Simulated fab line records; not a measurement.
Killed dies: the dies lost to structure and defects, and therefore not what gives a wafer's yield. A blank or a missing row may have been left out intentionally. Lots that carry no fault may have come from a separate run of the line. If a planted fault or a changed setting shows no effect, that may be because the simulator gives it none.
Which tool was responsible? | flow berkeleyCmos170 | Sampling: 14 lots, 42 wafers, 5 of 331 route steps

WHAT EACH GAUGE READ, for each wafer
UCB170_PWELL_TW_MEAS_17. Usual: PWELL_TW typically reads 381.1, with standard deviation 2.9.
lot  | measured    | on           | PWELL_TW          | flag
L305 | day 3 04:37 | filmMetro-01 | 383.9 383.1 384.0 | 
L306 | day 3 05:10 | filmMetro-01 | 382.8 383.3 383.5 | 
L307 | day 3 11:26 | filmMetro-01 | 384.0 383.1 382.0 | 
L309 | day 3 18:47 | filmMetro-03 | 376.7 378.7 377.5 | 
L308 | day 3 18:52 | filmMetro-01 | 383.0 382.7 380.7 | 
L310 | day 3 19:09 | filmMetro-03 | 376.7 376.5 375.9 | 
L311 | day 4 05:21 | filmMetro-04 | 381.5 384.7 384.5 | 
L312 | day 4 10:54 | filmMetro-01 | 384.8 383.5 382.6 | 
L313 | day 4 16:55 | filmMetro-03 | 381.5 379.5 377.2 | 
L314 | day 5 03:27 | filmMetro-04 | 382.7 381.5 383.9 | 
L315 | day 5 07:44 | filmMetro-03 | 375.9 377.8 375.6 | 
L316 | day 5 08:02 | filmMetro-01 | 381.4 381.3 381.9 | 
L321 | day 6 12:17 | filmMetro-04 | 436.3 436.6 434.3 | OFF
L324 | day 6 22:30 | filmMetro-04 | 436.0 437.7 434.6 | OFF

UCB170_SCREENOX_THK_MEAS_02. Usual: SCREENOX_OXIDE_THK typically reads 14.3 nm, with standard deviation 0.36.
lot  | measured    | on           | SCREENOX_OXIDE_THK (nm) | flag
L305 | day 5 14:29 | filmMetro-04 | 14.6 14.4 14.5          | 
L306 | day 5 14:32 | filmMetro-02 | 13.9 13.8 13.6          | 
L307 | day 5 14:33 | filmMetro-04 | 13.8 14.0 13.9          | 
L309 | day 6 05:15 | filmMetro-01 | 14.2 14.0 13.9          | 
L308 | day 6 05:17 | filmMetro-04 | 13.8 13.8 14.0          | 
L310 | day 6 05:16 | filmMetro-02 | 14.0 14.0 13.8          | 
L311 | day 6 20:19 | filmMetro-04 | 14.4 14.7 14.7          | 
L312 | day 7 00:26 | filmMetro-01 | 14.9 14.8 15.0          | 
L313 | day 7 11:22 | filmMetro-01 | 14.7 14.9 14.9          | 
L314 | day 7 11:22 | filmMetro-02 | 14.5 14.4 14.4          | 
L315 | day 7 21:31 | filmMetro-01 | 14.3 14.1 14.4          | 
L316 | day 7 21:32 | filmMetro-04 | 13.9 14.1 13.9          | 
L321 | day 8 19:47 | filmMetro-01 | 14.7 14.8 14.9          | 
L324 | day 9 01:56 | filmMetro-04 | 14.4 14.3 14.5          | 

UCB170_GATE_CD_MEAS_90: the cd target is 350 nm. Usual: 349.9 nm for cdNm, sd 1.7.
lot  | measured    | on       | cdNm (nm)         | flag
L305 | day 6 13:50 | cdSem-01 | 348.6 348.7 348.9 | 
L306 | day 6 13:44 | cdSem-02 | 348.9 347.8 348.5 | 
L307 | day 6 14:00 | cdSem-01 | 348.9 346.8 346.4 | 
L309 | day 7 04:49 | cdSem-02 | 348.2 349.4 350.3 | 
L308 | day 7 05:08 | cdSem-02 | 350.3 348.8 348.7 | 
L310 | day 7 05:24 | cdSem-02 | 347.3 348.0 347.9 | 
L311 | day 7 16:53 | cdSem-02 | 348.4 346.1 347.0 | 
L312 | day 7 21:38 | cdSem-02 | 350.4 350.7 351.1 | 
L313 | day 8 07:25 | cdSem-01 | 351.0 352.2 354.0 | 
L314 | day 8 07:02 | cdSem-01 | 349.8 352.5 351.3 | 
L315 | day 8 21:30 | cdSem-01 | 348.9 349.3 348.1 | 
L316 | day 8 21:16 | cdSem-01 | 351.4 352.2 352.4 | 
L321 | day 9 13:28 | cdSem-01 | 352.2 350.7 351.6 | 
L324 | day 9 21:51 | cdSem-02 | 350.7 351.0 351.2 | 

EACH LOT AND THE TOOL THAT RAN IT (in order: tool; ch and the chambers of the sampled wafers; start)
lot  | UCB170_PWELL_IMPLANT_15        | UCB170_ACTIVE_STRIP_16
L305 | implanter-02 ch 0, day 3 04:23 | plasmaAsher-02 ch 0,1, day 4 08:23
L306 | implanter-03 ch 0, day 3 04:55 | plasmaAsher-04 ch 0,1, day 4 12:34
L307 | implanter-01 ch 0, day 3 11:13 | plasmaAsher-04 ch 0,1, day 4 13:11
L309 | implanter-01 ch 0, day 3 18:32 | plasmaAsher-04 ch 0,1, day 5 05:41
L308 | implanter-02 ch 0, day 3 18:38 | plasmaAsher-02 ch 0,1, day 5 05:27
L310 | implanter-03 ch 0, day 3 18:55 | plasmaAsher-01 ch 1, day 5 05:49
L311 | implanter-02 ch 0, day 4 05:08 | plasmaAsher-04 ch 0,1, day 5 14:19
L312 | implanter-02 ch 0, day 4 10:41 | plasmaAsher-04 ch 0,1, day 5 17:29
L313 | implanter-02 ch 0, day 4 16:41 | plasmaAsher-02 ch 0,1, day 6 00:39
L314 | implanter-02 ch 0, day 5 03:13 | plasmaAsher-04 ch 0,1, day 6 09:41
L315 | implanter-03 ch 0, day 5 07:31 | plasmaAsher-04 ch 0,1, day 6 17:11
L316 | implanter-01 ch 0, day 5 07:50 | plasmaAsher-01 ch 0,1, day 6 17:29
L321 | implanter-02 ch 0, day 6 12:03 | plasmaAsher-01 ch 0,1, day 7 20:58
L324 | implanter-02 ch 0, day 6 22:15 | plasmaAsher-01 ch 0,1, day 8 02:14
- UCB170_PWELL_IMPLANT_15
- UCB170_ACTIVE_STRIP_16: strips in O2.

AS READ BY THE TOOLS THEMSELVES (means over the sampled wafers that have a number; for cases with no such wafer, the mark the record gives instead)
UCB170_PWELL_IMPLANT_15. Usual: doseIonsCm2 5.001e+12, standard deviation 6.2e+09; faradayCurrentUA 15.9, standard deviation 0.32.
lot  | tool         | doseIonsCm2 | faradayCurrentUA | flag
L305 | implanter-02 | 5.003e+12   | 16.4             | 
L306 | implanter-03 | 5.003e+12   | 15.8             | 
L307 | implanter-01 | 4.998e+12   | 15.7             | 
L309 | implanter-01 | 4.999e+12   | 15.9             | 
L308 | implanter-02 | 4.995e+12   | 15.9             | 
L310 | implanter-03 | 5.003e+12   | 16.0             | 
L311 | implanter-02 | 5.009e+12   | 15.8             | 
L312 | implanter-02 | 4.994e+12   | 15.8             | 
L313 | implanter-02 | 5.010e+12   | 16.0             | 
L314 | implanter-02 | 5.001e+12   | 15.8             | 
L315 | implanter-03 | 4.993e+12   | 15.8             | 
L316 | implanter-01 | 5.000e+12   | 16.0             | 
L321 | implanter-02 | 7.574e+12   | 24.1             | OFF
L324 | implanter-02 | 7.575e+12   | 23.5             | OFF

UCB170_ACTIVE_STRIP_16. Usual: drypumpMotorCurrentA 5.86 A, standard deviation 0.21; oesProductAu 0.721 a.u., standard deviation 0.0051; stripTimeToEndpointS 18.09 s, standard deviation 0.069.
lot  | tool           | drypumpMotorCurrentA (A) | oesProductAu (a.u.) | stripTimeToEndpointS (s) | flag
L305 | plasmaAsher-02 | 5.73                     | 0.717               | 18.03                    | 
L306 | plasmaAsher-04 | 5.71                     | 0.723               | 18.06                    | 
L307 | plasmaAsher-04 | 5.72                     | 0.719               | 18.10                    | 
L309 | plasmaAsher-04 | 5.76                     | 0.721               | 18.03                    | 
L308 | plasmaAsher-02 | 5.86                     | 0.723               | 18.20                    | 
L310 | plasmaAsher-01 | 6.26                     | 0.720               | 18.11                    | 
L311 | plasmaAsher-04 | 5.71                     | 0.719               | 18.09                    | 
L312 | plasmaAsher-04 | 5.77                     | 0.727               | 18.03                    | 
L313 | plasmaAsher-02 | 5.85                     | 0.720               | 18.07                    | 
L314 | plasmaAsher-04 | 5.77                     | 0.726               | 18.05                    | 
L315 | plasmaAsher-04 | 5.73                     | 0.724               | 18.18                    | 
L316 | plasmaAsher-01 | 6.16                     | 0.721               | 18.07                    | 
L321 | plasmaAsher-01 | 6.09                     | 0.722               | 18.11                    | 
L324 | plasmaAsher-01 | 6.17                     | 0.720               | 18.10                    | 

THE ANSWER, worked out from the rows above alone
Rule: take the mean of a lot's wafers that have a number; if it is more than 3 standard deviations from the usual mean, the lot is off. A lot without any number at a reading at which 4 lots or more have one is off too. Any other lot the step has rows for is counted as sound. First the gauges in route order, then the tools' own readings, where a lot's mean is used as printed above. The first step at which some lot is off is used, and at that step the reading that is off furthest; a lot without a number counts as furthest.
Off: at UCB170_PWELL_TW_MEAS_17 (PWELL_TW), L321, L324.
A tool fits if, at a process step before that reading, it ran every lot that is off, and no sound lot after the first of them. Not tried: the gauges at UCB170_PWELL_TW_MEAS_17; whatever is off there is also off at UCB170_PWELL_IMPLANT_15, on other tools, and gauge error can't account for it. One fits: implanter-02 at UCB170_PWELL_IMPLANT_15. Its last sound lot is L314 (day 5 03:13), its first lot that is off L321 (day 6 12:03): a fault that began between those two fits.
The tool's own readings at UCB170_PWELL_IMPLANT_15 bear it out: on the lots that are off they differ by more than 5 times the standard deviation of the sound lots' means. doseIonsCm2 reads 7.574e+12 there against 5.001e+12 on the sound lots; faradayCurrentUA reads 23.8 there against 15.9 on the sound lots.

WHAT HAD BEEN PUT IN BY THE SIMULATOR
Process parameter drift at UCB170_PWELL_IMPLANT_15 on implanter-02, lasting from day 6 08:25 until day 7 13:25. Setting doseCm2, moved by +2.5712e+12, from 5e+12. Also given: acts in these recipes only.
Struck lots among those shown: L321, L324. This agrees with what the rule above found.
